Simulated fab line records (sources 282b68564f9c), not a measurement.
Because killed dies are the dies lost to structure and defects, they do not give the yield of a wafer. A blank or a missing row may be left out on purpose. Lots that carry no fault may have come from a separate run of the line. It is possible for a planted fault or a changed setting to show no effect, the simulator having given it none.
A struck lot beside a sound one / flow rit_cmos / 34 out of 202 route steps
Sound: wafers L720.2, L720.3, L720.6. The struck wafers were L726.1, L726.4, L726.5. The cause is named last.
Each step with rows lists, per side, the tool, then ch with its chambers, then its first start. Under that, the readings that differ: sound wafers / struck wafers / difference of the means / sigmas: that difference in standard deviations of wafers without a fault.
alike: same words and numbers on both sides, and readings whose means sit less than 2 such deviations apart. not compared: any withheld reading, any reading some wafer has no value for, any bound like >300 that may hide the same value, and any number with overlapping values for which the record gives no deviation.
A row with sigmas, a row that says differs or no value, or rows on one side alone: a step with any of these is where the two part. Non-overlapping numbers with no deviation appear without sigmas and do not part them. A reading that every wafer of one side lacks parts them only if that side has two wafers or more.

first, 2 steps without rows for these wafers: RIT_SPACER_CLEAN_02 (cleans in SC2, time 600 s); RIT_SPACER_CVD_03 (deposits Si3N4 from SiH2Cl2/NH3, target thk 250 nm, time 3300 s).
RIT_SPACER_THK_MEAS_04:
  sound on film_metro-04, day 5 09:56; struck on film_metro-01, day 6 15:07
  alike: SPACER_NITRIDE_THK
RIT_SPACER_ETCHBACK_05: etches Si3N4 in SF6/CHF3, stops on SiO2, target depth 250 nm, time 240 s.
  sound on rie_diel-02 ch 1,2, day 5 09:59; struck on rie_diel-03 ch 0,1, day 6 15:10
  alike: drypump_motor_current_A, oes_product_au, throttle_valve_pct
  not compared: rf_hours_counter_h
then, 6 steps without rows for these wafers: RIT_NSD_HMDS_00 (prime time 60 s); RIT_NSD_COAT_01 (resist thk 1000 nm); RIT_NSD_SOFTBAKE_02 (time 60 s); RIT_NSD_EXPOSE_03 (exposes mask M9, target cd 40700 nm); RIT_NSD_PEB_04; RIT_NSD_DEVELOP_05 (develop time 50 s).
RIT_NSD_OVL_MEAS_06:
  sound on overlay-02, day 5 11:11; struck on overlay-02, day 6 16:10
  alike: NSD_OVL
then, 1 step without rows for these wafers: RIT_NSD_HARDBAKE_07 (time 60 s).
RIT_NSD_IMPLANT_08:
  sound on implanter-03 ch 0, day 5 11:36; struck on implanter-03 ch 0, day 6 16:22
reading=dose_ions_cm2; sound=9.995e+14 1.0002e+15 1.0008e+15; struck=1.7323e+15 1.7316e+15 1.732e+15; difference=+7.3180e+14; sigmas=+99 or more
reading=end_station_pressure_torr (Torr); sound=8.3e-06 7.2e-06 7.9e-06; struck=9.8e-06 8.8e-06 9e-06; difference=+1.4e-06; sigmas=+4
reading=faraday_current_uA; sound=3145 3184 3172; struck=5497 5417 5342; difference=+2252; sigmas=+38
  alike: tilt_deg
RIT_NSD_STRIP_09: strips in O2, time 180 s.
  sound on plasma_asher-02 ch 0,1, day 5 11:44; struck on plasma_asher-02 ch 0, day 6 16:31
  alike: drypump_motor_current_A
  not compared: rf_hours_counter_h
RIT_NSD_TW_MEAS_10:
  sound on film_metro-04, day 5 11:55; struck on film_metro-02, day 6 16:41
reading=NSD_TW; sound=3115 3106 3105; struck=3402 3370 3386; difference=+277; sigmas=+8
then, 6 steps without rows for these wafers: RIT_PSD_HMDS_00 (prime time 60 s); RIT_PSD_COAT_01 (resist thk 1000 nm); RIT_PSD_SOFTBAKE_02 (time 60 s); RIT_PSD_EXPOSE_03 (exposes mask M10, target cd 40900 nm); RIT_PSD_PEB_04; RIT_PSD_DEVELOP_05 (develop time 50 s).
RIT_PSD_OVL_MEAS_06:
  sound on overlay-02, day 5 12:56; struck on overlay-02, day 6 17:41
  alike: PSD_OVL
then, 2 steps without rows for these wafers: RIT_PSD_HARDBAKE_07 (time 60 s); RIT_PSD_IMPLANT_08.
RIT_PSD_STRIP_09: strips in O2, time 180 s.
  sound on plasma_asher-01 ch 1, day 5 13:23; struck on plasma_asher-02 ch 0,1, day 6 18:01
  alike: drypump_motor_current_A
  not compared: rf_hours_counter_h
RIT_PSD_TW_MEAS_10:
  sound on film_metro-02, day 5 13:34; struck on film_metro-02, day 6 18:12
  alike: PSD_TW
then, 3 steps without rows for these wafers: RIT_SDANNEAL_CLEAN_00 (cleans in SC1, time 600 s); RIT_SDANNEAL_CLEAN_01 (cleans in dHF, time 30 s); RIT_SDANNEAL_CLEAN_02 (cleans in SC2, time 600 s).
RIT_SDANNEAL_RTA_03: time 5 s.
  sound on rtp_anneal-01 ch 0, day 5 14:02; struck on rtp_anneal-01 ch 0, day 6 18:38
  alike: ramp_down_c_per_s, ramp_up_c_per_s, wafer_temp_C_max
RIT_SDANNEAL_RS_MEAS_04: measures by four-point-probe.
  sound on film_metro-02, day 5 14:07; struck on film_metro-04, day 6 18:41
  alike: PSD_RS
RIT_SDANNEAL_RS_MEAS_05: measures by four-point-probe.
  sound on film_metro-02, day 5 14:14; struck on film_metro-04, day 6 18:48
reading=NSD_RS (ohm/sq); sound=84.6 84.7 84.7; struck=56.3 56.5 56.6; difference=-28.2; sigmas=-88
RIT_SDANNEAL_RS_MEAS_06: measures by four-point-probe.
  sound on film_metro-02, day 5 14:21; struck on film_metro-04, day 6 18:55
  alike: PLDD_RS
RIT_M1_PROBE_99:
  sound on prober-02, day 5 21:34; struck on prober-02, day 7 02:33
reading=model.etest.nmos_0p3.r_on_ohm_um; sound=2144 2252 2262; struck=1997 2029 2058; difference=-191; sigmas=
reading=model.etest.nmos_0p15.r_on_ohm_um; sound=1119 1212 1223; struck=1010 1038 1058; difference=-149; sigmas=
reading=model.etest.nmos_narrow.drive_ua_um; sound=226.2 223.2 212.2; struck=239 236.3 233.6; difference=+16; sigmas=
reading=model.etest.nmos_0p3.drive_ua_um; sound=229.2 224.9 216.7; struck=235.2 239.6 230.9; difference=+11.6; sigmas=
reading=model.etest.contact_nplus.end_ohm_um; sound=41.67 42.11 42.68; struck=20.31 20.34 20; difference=-21.94; sigmas=
reading=model.etest.nmos_0p15.tox_inv_nm (nm); sound=4.401 4.395 4.462; struck=4.293 4.208 4.275; difference=-0.161; sigmas=
  alike: killed_at_contacts, killed_at_front_end, killed_dies, killed_open, killed_short
  not compared: model.etest.nmos_0p15.drive_ua_um, model.etest.npoly_line.rs_ohm_sq

== WHERE THEY PART ==
First at RIT_NSD_IMPLANT_08; last, within this record, at RIT_SDANNEAL_RS_MEAS_05. Later steps at which nothing parts them and some readings are alike: RIT_SDANNEAL_RS_MEAS_06, RIT_M1_PROBE_99.

WHY: what had been put in by the simulator
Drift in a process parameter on implanter-03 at RIT_NSD_IMPLANT_08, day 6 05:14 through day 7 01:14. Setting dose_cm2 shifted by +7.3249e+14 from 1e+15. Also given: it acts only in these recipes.
